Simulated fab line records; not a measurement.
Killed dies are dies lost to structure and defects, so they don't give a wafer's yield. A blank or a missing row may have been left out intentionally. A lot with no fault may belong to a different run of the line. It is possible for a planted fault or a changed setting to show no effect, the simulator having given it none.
Which tool did it? ; flow berkeley_cmos170 ; 42 wafers sampled from 14 lots at 1 step of a route of 331

WHAT THE GAUGES READ, wafer by wafer
UCB170_PWELL_OVL_MEAS_13.
lot;measured;on;PWELL_OVL (nm)
L197;day 3 19:33;overlay-02;0 3 1
L196;day 3 19:34;overlay-01;-8 -5 -7
L198;day 3 23:43;overlay-01;2 -7 -3
L199;day 4 12:05;overlay-01;-12 -3 -6
L200;day 4 15:22;overlay-02;-5 -1 -2
L202;day 4 22:05;overlay-01;1 4 8
L203;day 4 23:05;overlay-02;10 4 13
L204;day 5 05:52;overlay-02;-5 -7 -1
L205;day 5 15:44;overlay-02;-1 -4 -5
L208;day 6 02:55;overlay-01;-6 -1 -9
L207;day 6 03:12;overlay-02;7 4 0
L213;day 7 04:31;overlay-02;-4 -4 1
L215;day 7 18:04;overlay-02;-2 -9 -3
L216;day 7 20:53;overlay-02;-3 -7 4

EACH LOT AND THE TOOL THAT RAN IT (in order: tool; ch and the chambers of the sampled wafers; start)
There is no process step in the record ahead of these readings.

AS READ BY THE TOOLS THEMSELVES (means over the sampled wafers that have a number; for cases with no such wafer, the mark the record gives instead)
The record holds no such reading with a usual standard deviation.

THE ANSWER, worked out from the rows above alone
Rule: the lots themselves supply what counts as usual. Put in order of their means at a reading, lots are off if they are a third of the lots or fewer, leave a main group of 4 or more, and stand apart from it by a gap of 3 or more times the standard deviation of the main group's means; of several such gaps the widest counts. If all means in a main group match to the digits the tables above print for the reading, that group is not used. Also off: a lot with no number at a reading for which 4 or more lots have one. All remaining lots with rows at the step are treated as sound. After the gauges, taken in route order, come the tools' own readings; for these a lot's mean is taken, as printed above. At the first step where some lot is off, the reading lying furthest off is the one used; lots without a number count as furthest.
No lot is off at any reading shown: from this, nothing can be told.

WHAT THE SIMULATOR HAD INSERTED
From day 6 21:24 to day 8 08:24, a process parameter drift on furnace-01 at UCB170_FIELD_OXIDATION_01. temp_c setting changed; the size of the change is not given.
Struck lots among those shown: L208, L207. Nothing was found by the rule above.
